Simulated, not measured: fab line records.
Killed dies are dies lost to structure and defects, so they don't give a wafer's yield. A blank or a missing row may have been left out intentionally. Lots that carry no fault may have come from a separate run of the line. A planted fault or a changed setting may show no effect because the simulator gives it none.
A lot that was struck, set against a sound lot ; flow rit cmos ; 15 steps out of a route of 202
Sound: the wafers L826.1, L826.4, L826.6. Struck: wafers L829.1, L829.3, L829.6. At the end, the cause is stated.
At each step with rows: each side's tool, then ch and its chambers, then its first start. Under that, the readings that differ: sound wafers ; struck wafers ; difference of the means ; sigmas: that difference in standard deviations of wafers without a fault.
alike: words and numbers the same on both sides, and readings whose means are apart by under 2 such deviations; not compared: readings that were withheld, readings missing a value for some wafer, numbers with overlapping values and no deviation given by the record, and bounds like >300 which may hide the same value.
Wherever a step has rows on one side only, a row that says differs or no value, or a row with sigmas, the two part there. Numbers that don't overlap but have no deviation are shown without sigmas and don't part them. A reading that every wafer of one side lacks parts them only if that side has two wafers or more.

first, 3 steps without rows for these wafers: RIT_REOX_CLEAN_01 (cleans in dHF, time 30 s); RIT_REOX_CLEAN_02 (cleans in SC2, time 600 s); RIT_REOX_OXIDATION_03 (target thk 25.2 nm, ox time 5580 s).
RIT_REOX_THK_MEAS_04:
  sound on film metro-04, day 5 14:06; struck on film metro-04, day 6 00:55
  alike: REOX_OXIDE_THK
then, 6 steps without rows for these wafers: RIT_NLDD_HMDS_00 (prime time 60 s); RIT_NLDD_COAT_01 (resist thk 1000 nm); RIT_NLDD_SOFTBAKE_02 (time 60 s); RIT_NLDD_EXPOSE_03 (exposes mask M7, target cd 40700 nm); RIT_NLDD_PEB_04; RIT_NLDD_DEVELOP_05 (develop time 50 s).
RIT_NLDD_OVL_MEAS_06:
  sound on overlay-02, day 5 15:05; struck on overlay-01, day 6 01:50
  alike: NLDD_OVL
then, 1 step without rows for these wafers: RIT_NLDD_HARDBAKE_07 (time 60 s).
RIT_NLDD_IMPLANT_08:
  sound on implanter-01 ch 0, day 5 15:18; struck on implanter-01 ch 0, day 6 02:01
reading;sound;struck;difference;sigmas
beam energy keV;19.998 20.001 19.999;18.972 18.970 18.956;-1.033;-99 or more
model.implant.rp nm (nm);27.25 27.25 27.25;26.1 26.1 26.1;-1.1;
model.implant.drp nm (nm);12.97 12.97 12.97;12.56 12.56 12.56;-0.41;
RIT_NLDD_STRIP_09: strips in O2, time 180 s.
  sound on plasma asher-02 ch 0,1, day 5 15:27; struck on plasma asher-03 ch 0,1, day 6 02:10
  alike: drypump motor current A
  not compared: rf hours counter h
RIT_M1_PROBE_99:
  sound on prober-01, day 6 07:07; struck on prober-02, day 6 18:59
reading;sound;struck;difference;sigmas
model.etest.nldd.rs ohm sq;385.8 380.7 384.1;435.2 432.6 420.5;+45.9;
model.etest.nldd.line ohm um;121.5 119.8 121.3;135.1 135.4 130.8;+12.9;
  alike: killed at contacts, killed at front end, killed dies, killed open, killed short

## WHERE THEY PART
Only at RIT_NLDD_IMPLANT_08, within this record. Later steps at which nothing parts them and some readings are alike: RIT_NLDD_STRIP_09, RIT_M1_PROBE_99.

WHY: what the simulator had put in
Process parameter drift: implanter-01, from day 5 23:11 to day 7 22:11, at RIT_NLDD_IMPLANT_08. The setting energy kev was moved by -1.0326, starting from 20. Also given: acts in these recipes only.
